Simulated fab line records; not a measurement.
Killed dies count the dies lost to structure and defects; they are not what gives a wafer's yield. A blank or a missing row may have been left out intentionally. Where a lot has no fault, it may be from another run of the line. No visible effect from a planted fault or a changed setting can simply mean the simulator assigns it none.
Comparing a struck lot with a sound one :: flow ritCmos :: 21 out of 202 route steps
Sound: the wafers L929.1, L929.2, L929.6. Struck: wafers L943.1, L943.2, L943.4. The cause is named last.
At each step with rows: each side's tool, then ch and its chambers, then its first start. Under that, the readings that differ: sound wafers :: struck wafers :: difference of the means :: sigmas: that difference in standard deviations of wafers without a fault.
alike: words and numbers the same on both sides, and readings whose means are apart by under 2 such deviations; not compared: readings that were withheld, readings missing a value for some wafer, numbers with overlapping values and no deviation given by the record, and bounds like >300 which may hide the same value.
A row with sigmas, a row that says differs or no value, or rows on one side alone: a step with any of these is where the two part. Numbers that have no deviation but don't overlap get no sigmas and don't part them. A reading missing from all wafers of one side parts the sides only when that side holds two or more wafers.

first, 3 steps without rows for these wafers: RIT_PWELL_EXPOSE_03 (exposes mask M3, target cd 43700 nm); RIT_PWELL_PEB_04; RIT_PWELL_DEVELOP_05 (develop time 68 s).
RIT_PWELL_OVL_MEAS_06:
  sound on overlay-02, day 3 15:10; struck on overlay-01, day 6 13:37
  alike: PWELL_OVL
then, 2 steps without rows for these wafers: RIT_PWELL_HARDBAKE_07 (time 120 s); RIT_PWELL_IMPLANT_08.
RIT_PWELL_STRIP_09: strips in O2, time 180 s.
  sound on plasmaAsher-01 ch 0,1, day 3 15:36; struck on plasmaAsher-01 ch 0,1, day 6 14:02
  alike: drypumpMotorCurrentA
  not compared: rfHoursCounterH
RIT_PWELL_TW_MEAS_10:
  sound on filmMetro-02, day 3 15:46; struck on filmMetro-01, day 6 14:13
  alike: PWELL_TW
then, 1 step without rows for these wafers: RIT_WELLDRIVE_ANNEAL_00 (time 14700 s).
RIT_WELLDRIVE_RS_MEAS_01: the measuring method here is four-point-probe.
  sound on filmMetro-01, day 3 22:02; struck on filmMetro-02, day 6 19:34
  alike: NWELL_RS
RIT_WELLDRIVE_RS_MEAS_02: the measuring method here is four-point-probe.
  sound on filmMetro-01, day 3 22:09; struck on filmMetro-02, day 6 19:41
  alike: PWELL_RS
then, 1 step without rows for these wafers: RIT_NRETRO_HMDS_00 (prime time 60 s).
RIT_NRETRO_COAT_01: resist thk 1300 nm.
  sound on lithoTrack-01 ch 0, day 3 22:25; struck on lithoTrack-02 ch 0, day 6 19:58
reading: model.NOVOLAK_of_NRETRO_COAT_01.thkNm (nm)
sound: 1296 1295 1294
struck: 1438 1440 1438
difference: +144
sigmas: 
  alike: chillPlateTempC
RIT_NRETRO_SOFTBAKE_02: time 61.41 s.
  sound on lithoTrack-01 ch 0, day 3 22:34; struck on lithoTrack-02 ch 0, day 6 20:07
  alike: chillPlateTempC, plateSensorTCentreC, plateSensorTEdgeC, softbakeTempC
then, 3 steps without rows for these wafers: RIT_NRETRO_EXPOSE_03 (exposes mask M4, target cd 43900 nm); RIT_NRETRO_PEB_04; RIT_NRETRO_DEVELOP_05 (develop time 68 s).
RIT_NRETRO_OVL_MEAS_06:
  sound on overlay-02, day 3 23:17; struck on overlay-01, day 6 20:49
  alike: NRETRO_OVL
RIT_NRETRO_HARDBAKE_07: time 120 s.
  sound on lithoTrack-01 ch 0, day 3 23:19; struck on lithoTrack-04 ch 0, day 6 20:51
reading: model.NOVOLAK_of_NRETRO_COAT_01.thkNm (nm)
sound: 1134 1133 1132
struck: 1255 1258 1256
difference: +123
sigmas: 
  alike: chillPlateTempC
after that, 1 step had no rows for these wafers: RIT_NRETRO_IMPLANT_08.
RIT_M1_PROBE_99:
  sound on prober-01, day 5 05:52; struck on prober-01, day 8 05:46
  alike: killedAtFrontEnd, killedDies, killedOpen, killedShort

WHERE THEY PART
Nowhere in this record.

WHY: whatever the simulator had introduced
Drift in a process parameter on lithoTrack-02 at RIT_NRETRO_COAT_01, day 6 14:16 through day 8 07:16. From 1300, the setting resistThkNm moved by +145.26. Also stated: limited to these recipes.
